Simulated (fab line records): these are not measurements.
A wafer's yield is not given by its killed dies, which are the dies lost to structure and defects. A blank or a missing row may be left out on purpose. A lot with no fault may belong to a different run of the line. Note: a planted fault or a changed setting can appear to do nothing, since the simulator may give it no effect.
fab line records	flow rit_cmos
[record] lots = 14	wafers = 42	last_day = 7
route steps=202 shown REOX@101
lots untouched by any fault: they come from a run of this same line in which no faults occurred
start_h: hours from the record's first day to the start of the lot's first wafer shown	wait_h: time in hours since the lot's previous step	" unchanged from the row above	L1.1+2: a row that stands for several wafers	- no value, or no start was given	* or withheld: withheld	< > ~ a bound
route shown NAME@n: NAME is a module with steps in the file, n the number in the route of the first one	usual: mean/standard deviation taken from wafers without a fault	same: alike in all rows	chamber/n: place in a boat	sites: each site's reading	_std_site: their standard deviation	_edge_site: mean of outer sites minus mean of inner sites	radius_mm: how far each site lies from the wafer's centre	mask NAME#n: copy n	behind: the tool/chamber that last shaped the wafer	hold: why the lot was held/for how many hours/how that ended	device: whichever transistor did not switch (one of n, p or np)	end of line: tests run on the same wafers once the route is complete	a step without rows: its recipe alone	killed: dies that structure and defects cost at the first sort, which is not the same as the wafer's yield	map: dies across one wafer; x = killed, . = not, _ = none there
set.NAME: the setting that was run; set.NAME@STEP: the one run at that earlier step	model.NAME: the simulator's own value behind a step, which no gauge read
route steps across a sampled set of lots; one table per step, one row per wafer
services: the hour from which a tool's chamber was out of use, counted from the record's first day as start_h (under 0 if before that day), plus the number of hours and why
[[steps]]
[step RIT_REOX_OXIDATION_03]
[recipe] temp_c = 900	ambient = O2	target_thk_a = 252	ox_time_s = 5580
[usual] spike_tc_centre_C = 901.4/1.4	spike_tc_load_C = 927/4.4	spike_tc_source_C = 921.4/1.5	tube_center_temp_C = 900.01/0.075	tube_center_temp_C_max = 902.3/0.34	zone_power_load_pct = 25.6/1.4
lot.wafer	tool	chamber	start_h	wait_h	spike_tc_centre_C	spike_tc_load_C	spike_tc_source_C	tube_center_temp_C	tube_center_temp_C_max	zone_power_load_pct
L610.2	furnace-03	0	37.54	0.1	902.5	934	921.8	899.98	902.6	25.4
L610.3	"	0	"	"	902.7	932	921.4	899.97	902.7	26.0
L610.5	"	0	"	"	902.9	934	922.5	900.03	902.7	25.8
L612.1	furnace-03	0	48.42	0.0	904.5	934	920.3	900.1	903.0	26.4
L612.3	"	0	"	"	902.4	934	920.2	899.94	901.8	25.8
L612.5	"	0	"	"	903.8	932	920.4	900.11	902.6	26.4
L613.2	furnace-01	0	54.09	0.0	899.9	926	922.1	899.92	902.0	24.0
L613.3	"	0	"	"	898.5	925	921.4	899.95	902.3	24.1
L613.5	"	0	"	"	901.1	926	920.8	899.85	902.1	23.7
L614.1	furnace-02	0	58.67	0.0	900.8	922	921.6	899.94	902.2	26.7
L614.4	"	0	"	"	902.0	923	920.6	899.82	902.6	27.5
L614.6	"	0	"	"	901.4	923	921.8	899.94	902.2	27.1
L615.2	furnace-01	0	62.12	0.0	900.7	927	922.1	899.89	901.9	24.4
L615.3	"	0	"	"	902.2	926	923.0	900.02	901.9	23.9
L615.4	"	0	"	"	901.4	924	923.0	899.94	902.1	24.3
L616.2	furnace-03	0	66.83	0.0	903.0	934	921.7	899.94	901.8	25.5
L616.3	"	0	"	"	903.2	934	920.3	900.09	902.7	26.1
L616.4	"	0	"	"	903.6	932	920.3	899.99	902.2	26.5
L617.1	furnace-02	0	73.71	0.5	900.6	921	921.3	899.99	902.3	26.9
L617.3	"	0	"	"	900.5	922	920.8	900.1	902.4	27.0
L617.6	"	0	"	"	900.7	921	919.3	900.11	903.2	27.8
L618.4	furnace-01	0	78.35	0.6	900.6	928	923.8	900.06	902.9	24.0
L618.5	"	0	"	"	899.5	925	921.2	900.08	901.9	24.1
L618.6	"	0	"	"	899.9	927	922.6	900.13	902.0	23.9
L620.1	furnace-02	0	88.51	1.0	899.2	922	921.3	900.07	902.2	26.9
L620.2	"	0	"	"	899.1	921	918.3	900.02	902.8	26.4
L620.3	"	0	"	"	899.5	923	921.1	900.06	902.2	27.4
L621.4	furnace-01	0	92.45	0.0	901.6	926	923.2	899.9	901.9	23.8
L621.5	"	0	"	"	901.0	925	924.9	900.01	902.1	24.3
L621.6	"	0	"	"	899.8	928	922.3	899.99	902.3	23.5
L623.3	furnace-01	0	103.37	0.1	833.7	859	855.3	833.15	835.7	20.3
L623.5	"	0	"	"	834.7	859	855.6	833.03	834.9	20.0
L623.6	"	0	"	"	833.1	858	854.8	833	835.5	20.5
L626.2	furnace-01	0	118.79	0.0	834.2	858	857.0	833.1	835.3	20.1
L626.5	"	0	"	"	834.5	858	855.2	833.15	835.5	20.2
L626.6	"	0	"	"	833.8	859	853.9	833.27	836.0	20.2
L631.3	furnace-02	0	142.61	0.0	900.6	922	920.6	900.01	902.1	28.0
L631.4	"	0	"	"	900.7	922	921.0	900.01	901.9	27.4
L631.5	"	0	"	"	900.8	923	920.6	900.07	902.5	27.0
L632.3	furnace-03	0	148.32	0.3	905.0	935	921.9	900.04	902.4	25.8
L632.4	"	0	"	"	901.8	933	920.0	899.95	902.5	26.7
L632.6	"	0	"	"	905.0	933	920.0	900.08	902.5	26.0
[step RIT_REOX_THK_MEAS_04]
[recipe] reads = SiO2_of_REOX_OXIDATION_03
[usual] REOX_OXIDE_THK = 25.2/0.4
lot.wafer	tool	chamber	start_h	wait_h	REOX_OXIDE_THK[nm]
L610.2	film_metro-01	-	40.10	0.0	25.0
L610.3	"	-	"	"	25.1
L610.5	"	-	"	"	25.0
L612.1	film_metro-01	-	50.97	0.0	25.6
L612.3	"	-	"	"	25.5
L612.5	"	-	"	"	25.6
L613.2	film_metro-02	-	56.65	0.0	25.1
L613.3	"	-	"	"	25.7
L613.5	"	-	"	"	25.4
L614.1	film_metro-02	-	61.22	0.0	25.4
L614.4	"	-	"	"	25.4
L614.6	"	-	"	"	25.5
L615.2	film_metro-01	-	64.68	0.0	24.8
L615.3	"	-	"	"	24.7
L615.4	"	-	"	"	24.7
L616.2	film_metro-02	-	69.39	0.0	26.0
L616.3	"	-	"	"	25.2
L616.4	"	-	"	"	25.9
L617.1	film_metro-04	-	76.26	0.0	25.4
L617.3	"	-	"	"	25.4
L617.6	"	-	"	"	25.1
L618.4	film_metro-04	-	80.93	0.0	25.2
L618.5	"	-	"	"	25.1
L618.6	"	-	"	"	25.1
L620.1	film_metro-02	-	91.06	0.0	25.5
L620.2	"	-	"	"	24.9
L620.3	"	-	"	"	25.8
L621.4	film_metro-02	-	95.03	0.0	24.7
L621.5	"	-	"	"	24.7
L621.6	"	-	"	"	24.4
L623.3	film_metro-04	-	105.94	0.0	11.9
L623.5	"	-	"	"	11.9
L623.6	"	-	"	"	11.7
L626.2	film_metro-01	-	121.35	0.0	12.0
L626.5	"	-	"	"	12.0
L626.6	"	-	"	"	12.1
L631.3	film_metro-01	-	145.18	0.0	25.9
L631.4	"	-	"	"	25.5
L631.5	"	-	"	"	25.8
L632.3	film_metro-04	-	150.89	0.0	24.8
L632.4	"	-	"	"	24.5
L632.6	"	-	"	"	25.0
[[services]]
tool	chamber	start_h	hours	kind
furnace-01	-	85.35	3.3	pm
furnace-02	-	104.22	4.5	pm
furnace-03	-	124.37	3.1	pm
furnace-03	-	124.80	1.1	repair
[[key]]
[first_sign] step = RIT_REOX_OXIDATION_03	reading = tube_center_temp_C	direction = down	sigmas = 99+	usual = *	struck = *
[effect] step = RIT_REOX_OXIDATION_03	reading = tube_center_temp_C_max	direction = down	sigmas = 99+	usual = *	struck = *
[effect] step = RIT_REOX_THK_MEAS_04	reading = REOX_OXIDE_THK	direction = down	sigmas = 33	usual = 25.2	struck = 11.9
met_at RIT_REOX_OXIDATION_03
struck_lots L623,L626
tester_left_out L623,L626
onset_between 92.45 103.37
[fault] kind = process_parameter_drift	tool = furnace-01	chamber = -	onset_h = 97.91	steps = RIT_REOX_OXIDATION_03	channel = temp_c	offset = *	shape = step	end_h = 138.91	acts_in = *	stated = *
// tester_left_out: of these lots the tester's yield and bins aren't shown, on N5 and GAA mostly nor the transistor test; their killed dies are dies lost to structure and defects alone, not to doping, threshold or leakage, so they don't give the yield
